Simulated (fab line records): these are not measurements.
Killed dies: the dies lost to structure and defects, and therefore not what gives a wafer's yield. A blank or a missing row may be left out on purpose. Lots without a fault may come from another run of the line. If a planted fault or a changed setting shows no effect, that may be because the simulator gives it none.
Which tool is to blame? || flow berkeley cmos170 || 21 wafers from 7 lots sampled at 2 of the route's 331 steps

== WHAT THE GAUGES READ, wafer by wafer ==
UCB170_SDANNEAL_RS_MEAS_04: measures by four-point-probe.
{"lot": "L293", "measured": "day 7 14:11", "on": "film metro-03", "PLDD_RS (ohm/sq)": "1033.6 1028.5 1031.3"}
{"lot": "L295", "measured": "day 7 20:32", "on": "film metro-04", "PLDD_RS (ohm/sq)": "1045.1 1045.0 1043.5"}
{"lot": "L297", "measured": "day 8 05:47", "on": "film metro-03", "PLDD_RS (ohm/sq)": "1033.4 1031.5 1028.7"}
{"lot": "L299", "measured": "day 8 06:16", "on": "film metro-03", "PLDD_RS (ohm/sq)": "1033.0 1026.3 1030.5"}
{"lot": "L309", "measured": "day 10 15:43", "on": "film metro-03", "PLDD_RS (ohm/sq)": "1035.1 1038.0 1033.1"}
{"lot": "L311", "measured": "day 11 06:48", "on": "film metro-03", "PLDD_RS (ohm/sq)": "1032.4 1034.7 1035.9"}
{"lot": "L313", "measured": "day 11 16:43", "on": "film metro-04", "PLDD_RS (ohm/sq)": "1034.3 1032.0 1036.1"}

== WHAT TOOL EACH LOT RAN ON (gives the tool, then ch and the chambers of the sampled wafers, and finally the start) ==
{"lot": "L293", "UCB170_SPACER_ANNEAL_02": "furnace-04 ch 0, day 7 06:45"}
{"lot": "L295", "UCB170_SPACER_ANNEAL_02": "furnace-04 ch 0, day 7 12:25"}
{"lot": "L297", "UCB170_SPACER_ANNEAL_02": "furnace-02 ch 0, day 7 19:59"}
{"lot": "L299", "UCB170_SPACER_ANNEAL_02": "furnace-02 ch 0, day 7 19:59"}
{"lot": "L309", "UCB170_SPACER_ANNEAL_02": "furnace-02 ch 0, day 10 08:23"}
{"lot": "L311", "UCB170_SPACER_ANNEAL_02": "furnace-02 ch 0, day 10 23:55"}
{"lot": "L313", "UCB170_SPACER_ANNEAL_02": "furnace-04 ch 0, day 11 09:12"}
- UCB170_SPACER_ANNEAL_02: time 1800 s.

== THE ANSWER, worked out from the rows above alone ==
Rule: the usual values come from the lots themselves. The widest of any qualifying gaps counts: lots, ordered by their means at a reading, are off when they make up no more than a third of the lots, leave a main group of 4 or more, and stand apart from it by 3 or more times the standard deviation of that group's means. If all means in a main group match to the digits the tables above print for the reading, that group is not used. Also off: a lot with no number at a reading for which 4 or more lots have one. The other lots that the step has rows for count as sound.
Off: L295, seen at UCB170_SDANNEAL_RS_MEAS_04 (PLDD_RS). The main group: mean 1032.7 ohm/sq, standard deviation 2.
A tool fits if, at a process step before that reading, it ran every lot that is off, and no sound lot after the first of them. Those tools and the gauges at UCB170_SDANNEAL_RS_MEAS_04 are tried in the same way. None of those tried fits.

== WHAT THE SIMULATOR PUT IN ==
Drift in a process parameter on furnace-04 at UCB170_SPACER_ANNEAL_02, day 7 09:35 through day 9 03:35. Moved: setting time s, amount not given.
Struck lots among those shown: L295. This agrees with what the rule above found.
